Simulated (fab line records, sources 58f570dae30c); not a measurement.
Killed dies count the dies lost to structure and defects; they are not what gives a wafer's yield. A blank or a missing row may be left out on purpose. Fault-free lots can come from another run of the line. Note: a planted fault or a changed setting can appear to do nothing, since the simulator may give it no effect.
A lot that was struck, set against a sound lot + flow berkeley-cmos170 + 44 steps out of a route of 331
Sound: the wafers L463.3, L463.4, L463.5. Struck: wafers L471.2, L471.4, L471.6. Last of all comes the cause.
Order at every step that has rows: each side's tool, ch and its chambers, its first start. Under that, the readings that differ: sound wafers + struck wafers + difference of the means + sigmas: that difference in standard deviations of wafers without a fault.
alike: words and numbers the same on both sides, and readings whose means are apart by under 2 such deviations; not compared: readings that were withheld, readings missing a value for some wafer, numbers with overlapping values and no deviation given by the record, and bounds like >300 which may hide the same value.
The two part at a step that has a row with sigmas, a row that says differs or no value, or rows on one side only. Non-overlapping numbers with no deviation appear without sigmas and do not part them. Lack of a reading on every wafer of one side parts them only where that side has two or more wafers.

UCB170_GATE_STRIP_16: strips in O2.
  sound on plasma-asher-04 ch 0,1, day 5 22:55; struck on plasma-asher-02 ch 0,1, day 8 00:32
  alike: drypump-motor-current-A, oes-product-au
  not compared: rf-hours-counter-h
UCB170_GATE_CD_MEAS_90: the cd target is 350 nm.
  struck on cd-sem-01, day 8 00:39; sound on cd-sem-02, day 5 23:03
  alike: cd-nm
then, 7 steps without rows for these wafers: UCB170_GATE_CLEAN_17 (cleans in SPM, time 600 s); UCB170_PLDD_HMDS_00 (prime time 60 s); UCB170_PLDD_COAT_01 (resist thk 900 nm); UCB170_PLDD_SOFTBAKE_02 (time 60 s); UCB170_PLDD_EXPOSE_03 (exposes mask PSELECT, target cd 1200 nm); UCB170_PLDD_PEB_04; UCB170_PLDD_DEVELOP_05 (develop time 45 s).
UCB170_PLDD_CD_MEAS_06: the cd target is 1200 nm.
  struck on cd-sem-02, day 8 02:40; sound on cd-sem-01, day 6 00:32
  alike: cd-nm
UCB170_PLDD_OVL_MEAS_07:
  struck on overlay-01, day 8 02:46; sound on overlay-01, day 6 00:38
  alike: PLDD_OVL
after that, 1 step had no rows for these wafers: UCB170_PLDD_IMPLANT_08.
UCB170_PLDD_IMPLANT_09:
  sound on implanter-01 ch 0, day 6 00:52; struck on implanter-01 ch 0, day 8 02:58
| reading       | sound                         | struck                       | difference | sigmas |
|---------------|-------------------------------|------------------------------|------------|--------|
| dose-ions-cm2 | 4.996e+13 5.006e+13 4.992e+13 | 4.718e+13 4.728e+13 4.73e+13 | -2.727e+12 | -49    |
  alike: beam-energy-keV, beam-on-s
UCB170_PLDD_STRIP_10: strips in O2.
  sound on plasma-asher-04 ch 0,1, day 6 00:59; struck on plasma-asher-03 ch 1, day 8 03:05
  alike: drypump-motor-current-A, oes-product-au, strip-time-to-endpoint-s
  not compared: rf-hours-counter-h
UCB170_PLDD_TW_MEAS_11:
  struck on film-metro-03, day 8 03:12; sound on film-metro-02, day 6 01:05
| reading | sound          | struck        | difference | sigmas |
|---------|----------------|---------------|------------|--------|
| PLDD_TW | 1023 1025 1016 | 1002 999 1006 | -19        | -2     |
then, 7 steps without rows for these wafers: UCB170_PLDD_CLEAN_12 (cleans in SPM, time 600 s); UCB170_NLDD_HMDS_00 (prime time 60 s); UCB170_NLDD_COAT_01 (resist thk 900 nm); UCB170_NLDD_SOFTBAKE_02 (time 60 s); UCB170_NLDD_EXPOSE_03 (exposes mask NSELECT, target cd 1200 nm); UCB170_NLDD_PEB_04; UCB170_NLDD_DEVELOP_05 (develop time 45 s).
UCB170_NLDD_CD_MEAS_06: the cd target is 1200 nm.
  struck on cd-sem-01, day 8 04:25; sound on cd-sem-01, day 6 02:39
  alike: cd-nm
UCB170_NLDD_OVL_MEAS_07:
  struck on overlay-02, day 8 04:31; sound on overlay-02, day 6 02:44
  alike: NLDD_OVL
then, 2 steps without rows for these wafers: UCB170_NLDD_IMPLANT_08; UCB170_NLDD_IMPLANT_09.
UCB170_NLDD_STRIP_10: strips in O2.
  sound on plasma-asher-03 ch 0,1, day 6 03:06; struck on plasma-asher-03 ch 0,1, day 8 04:51
  alike: drypump-motor-current-A, oes-product-au, strip-time-to-endpoint-s
  not compared: rf-hours-counter-h
UCB170_NLDD_TW_MEAS_11:
  struck on film-metro-01, day 8 04:58; sound on film-metro-03, day 6 03:11
  alike: NLDD_TW
then, 1 step without rows for these wafers: UCB170_NLDD_CLEAN_12 (cleans in SPM, time 600 s).
UCB170_SPACER_CVD_00: deposits SiO2 from TEOS/O2, target thk 376 nm, time 47 s.
  sound on pecvd-03 ch 1,2, day 6 03:34; struck on pecvd-02 ch 1,2, day 8 05:11
  alike: heater-power-w
UCB170_SPACER_THK_MEAS_01:
  struck on film-metro-04, day 8 05:14; sound on film-metro-01, day 6 03:38
  alike: SPACER_TEOS_THK
then, 1 step without rows for these wafers: UCB170_SPACER_ANNEAL_02 (time 1800 s).
UCB170_SPACER_ETCHBACK_03: etches SiO2 in CHF3/CF4/Ar, stops on Si, target depth 376 nm, time 100 s.
  sound on rie-diel-02 ch 0,1,3, day 6 12:09; struck on rie-diel-02 ch 1,3, day 8 08:25
  alike: CHF3_flow_sccm, drypump-motor-current-A, mfc-ar-sccm, oes-product-au, throttle-valve-pct
  not compared: rf-hours-counter-h
then, 6 steps without rows for these wafers: UCB170_PSD_HMDS_00 (prime time 60 s); UCB170_PSD_COAT_01 (resist thk 900 nm); UCB170_PSD_SOFTBAKE_02 (time 60 s); UCB170_PSD_EXPOSE_03 (exposes mask PSELECT MOD, target cd 1200 nm); UCB170_PSD_PEB_04; UCB170_PSD_DEVELOP_05 (develop time 45 s).
UCB170_PSD_CD_MEAS_06: the cd target is 1200 nm.
  struck on cd-sem-02, day 8 10:09; sound on cd-sem-01, day 6 13:31
  alike: cd-nm
UCB170_PSD_OVL_MEAS_07:
  struck on overlay-02, day 8 10:16; sound on overlay-01, day 6 13:36
  alike: PSD_OVL
after that, 1 step had no rows for these wafers: UCB170_PSD_IMPLANT_08.
UCB170_SDANNEAL_RS_MEAS_04: measures by four-point-probe.
  struck on film-metro-02, day 8 14:17; sound on film-metro-03, day 6 16:45
| reading          | sound                | struck               | difference | sigmas |
|------------------|----------------------|----------------------|------------|--------|
| PLDD_RS (ohm/sq) | 1037.9 1036.8 1035.8 | 1052.5 1054.7 1050.3 | +15.7      | +5     |
after that, 1 step had no rows for these wafers: UCB170_M3_PROBE_99.

## WHERE THEY PART
Last at UCB170_SDANNEAL_RS_MEAS_04 as far as this record goes, first at UCB170_PLDD_IMPLANT_09.

WHY: what the simulator had put in
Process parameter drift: implanter-01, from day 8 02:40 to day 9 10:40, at UCB170_PLDD_IMPLANT_09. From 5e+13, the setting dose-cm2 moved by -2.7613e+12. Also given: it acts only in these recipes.
